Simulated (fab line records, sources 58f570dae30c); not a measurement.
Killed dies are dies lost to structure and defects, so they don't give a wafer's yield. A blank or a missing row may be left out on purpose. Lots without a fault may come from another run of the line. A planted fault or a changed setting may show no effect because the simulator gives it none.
A struck lot beside a sound one | flow berkeley_cmos170 | 26 steps out of a route of 331
Sound: wafers L238.2, L238.3, L238.6. Struck: wafers L247.1, L247.3, L247.6. The cause comes at the end.
At each step with rows: each side's tool, then ch and its chambers, then its first start. Under that, the readings that differ: sound wafers | struck wafers | difference of the means | sigmas: that difference in standard deviations of wafers without a fault.
alike: readings whose means differ by less than 2 such deviations, and words and numbers that are the same on both sides. not compared: withheld readings, readings that some wafer has no value for, bounds like >300 that may hide the same value, and numbers for which the record gives no deviation and whose values overlap.
The two part at a step that has a row with sigmas, a row that says differs or no value, or rows on one side only. Numbers that don't overlap but have no deviation are shown without sigmas and don't part them. A reading that every wafer of one side lacks parts them only if that side has two wafers or more.

first, 4 steps without rows for these wafers: UCB170_M2_SOFTBAKE_11 (time 60 s); UCB170_M2_EXPOSE_12 (exposes mask METAL2, target cd 700 nm); UCB170_M2_PEB_13; UCB170_M2_DEVELOP_14 (develop time 45 s).
UCB170_M2_CD_MEAS_15: target cd 700 nm.
  sound on cd_sem-02, day 7 11:49; struck on cd_sem-02, day 10 02:25
  alike: cd_nm
UCB170_M2_OVL_MEAS_16:
  sound on overlay-02, day 7 11:55; struck on overlay-01, day 10 02:32
  alike: M2_OVL
UCB170_M2_ETCH_17: etches BARC in N2/H2.
  sound on rie_diel-01 ch 1,2, day 7 11:57; struck on rie_diel-04 ch 0,2,3, day 10 02:35
  alike: drypump_motor_current_A, oes_product_au, throttle_valve_pct
UCB170_M2_METAL_ETCH_18: etches Al in Cl2/BCl3, stops on SiO2, target depth 1170 nm, time 195 s.
  sound on rie_metal-04 ch 0,1, day 7 11:59; struck on rie_metal-04 ch 0,1, day 10 02:37
  alike: drypump_motor_current_A, oes_product_au, throttle_valve_pct
  not compared: rf_hours_counter_h
UCB170_M2_STRIP_19: strips in O2.
  sound on plasma_asher-03 ch 0, day 7 12:11; struck on plasma_asher-03 ch 0, day 10 02:49
  alike: drypump_motor_current_A, oes_product_au
  not compared: rf_hours_counter_h
UCB170_M2_CD_MEAS_90: target cd 700 nm.
  sound on cd_sem-01, day 7 12:18; struck on cd_sem-01, day 10 02:55
  alike: cd_nm
UCB170_V2_CVD_00: deposits SiO2 from TEOS/O2, target thk 2000 nm, time 250 s.
  sound on pecvd-02 ch 0,1,2, day 7 12:24; struck on pecvd-02 ch 1,2, day 10 03:02
  alike: heater_power_w
UCB170_V2_THK_MEAS_01:
  sound on film_metro-02, day 7 12:34; struck on film_metro-04, day 10 03:11
  alike: V2_TEOS_THK
UCB170_V2_CMP_02: polishes SiO2.
  sound on cmp-02 ch 0,2, day 7 12:40; struck on cmp-02 ch 0,2, day 10 03:17
  reading                             | sound             | struck         | difference | sigmas
  model.SiO2_of_V2_CVD_00.thk_nm (nm) | 998.5 999.3 999.7 | 1348 1343 1355 | +350       |
  alike: motor_current_A
UCB170_V2_BOW_MEAS_03:
  sound on film_metro-02, day 7 12:56; struck on film_metro-04, day 10 03:32
  alike: V2_BOW
UCB170_V2_THK_MEAS_04:
  sound on film_metro-02, day 7 13:02; struck on film_metro-04, day 10 03:40
  reading              | sound             | struck               | difference | sigmas
  V2_POLISHED_THK (nm) | 998.3 999.8 999.2 | 1349.1 1342.9 1355.2 | +350.0     | +99 or more
then, 7 steps without rows for these wafers: UCB170_V2_CLEAN_05 (cleans in DIW); UCB170_V2_HMDS_06 (prime time 60 s); UCB170_V2_COAT_07 (resist thk 900 nm); UCB170_V2_SOFTBAKE_08 (time 60 s); UCB170_V2_EXPOSE_09 (exposes mask VIA2, target cd 700 nm); UCB170_V2_PEB_10; UCB170_V2_DEVELOP_11 (develop time 45 s).
UCB170_V2_CD_MEAS_12: target cd 700 nm.
  sound on cd_sem-01, day 7 15:46; struck on cd_sem-01, day 10 04:52
  alike: cd_nm
UCB170_V2_OVL_MEAS_13:
  sound on overlay-02, day 7 15:53; struck on overlay-02, day 10 04:59
  alike: V2_OVL
UCB170_V2_ETCH_14: etches SiO2 in CHF3/CF4/Ar, stops on Al, target depth 1250 nm, time 291 s.
  sound on rie_diel-02 ch 1,3, day 7 15:55; struck on rie_diel-04 ch 1,2,3, day 10 05:01
  reading                        | sound             | struck            | difference | sigmas
  oes_product_au (a.u.)          | 0.872 0.886 0.862 | 0.982 1.021 0.980 | +0.121     | +9
  model.etch.depth_nm (nm)       | 998.5 999.3 999.7 | 1255 1248 1220    | +242       |
  model.V2.feature_depth_nm (nm) | 998.5 999.3 999.7 | 1255 1248 1220    | +242       |
  alike: drypump_motor_current_A, throttle_valve_pct
  not compared: rf_hours_counter_h
UCB170_V2_STRIP_15: strips in O2.
  sound on plasma_asher-04 ch 0,1, day 7 16:05; struck on plasma_asher-04 ch 0,1, day 10 05:12
  alike: drypump_motor_current_A, oes_product_au, strip_time_to_endpoint_s
  not compared: rf_hours_counter_h

WHERE THEY PART
First at UCB170_V2_THK_MEAS_04; last, within this record, at UCB170_V2_ETCH_14. Later steps at which nothing parts them and some readings are alike: UCB170_V2_STRIP_15.

WHY: what the simulator had put in
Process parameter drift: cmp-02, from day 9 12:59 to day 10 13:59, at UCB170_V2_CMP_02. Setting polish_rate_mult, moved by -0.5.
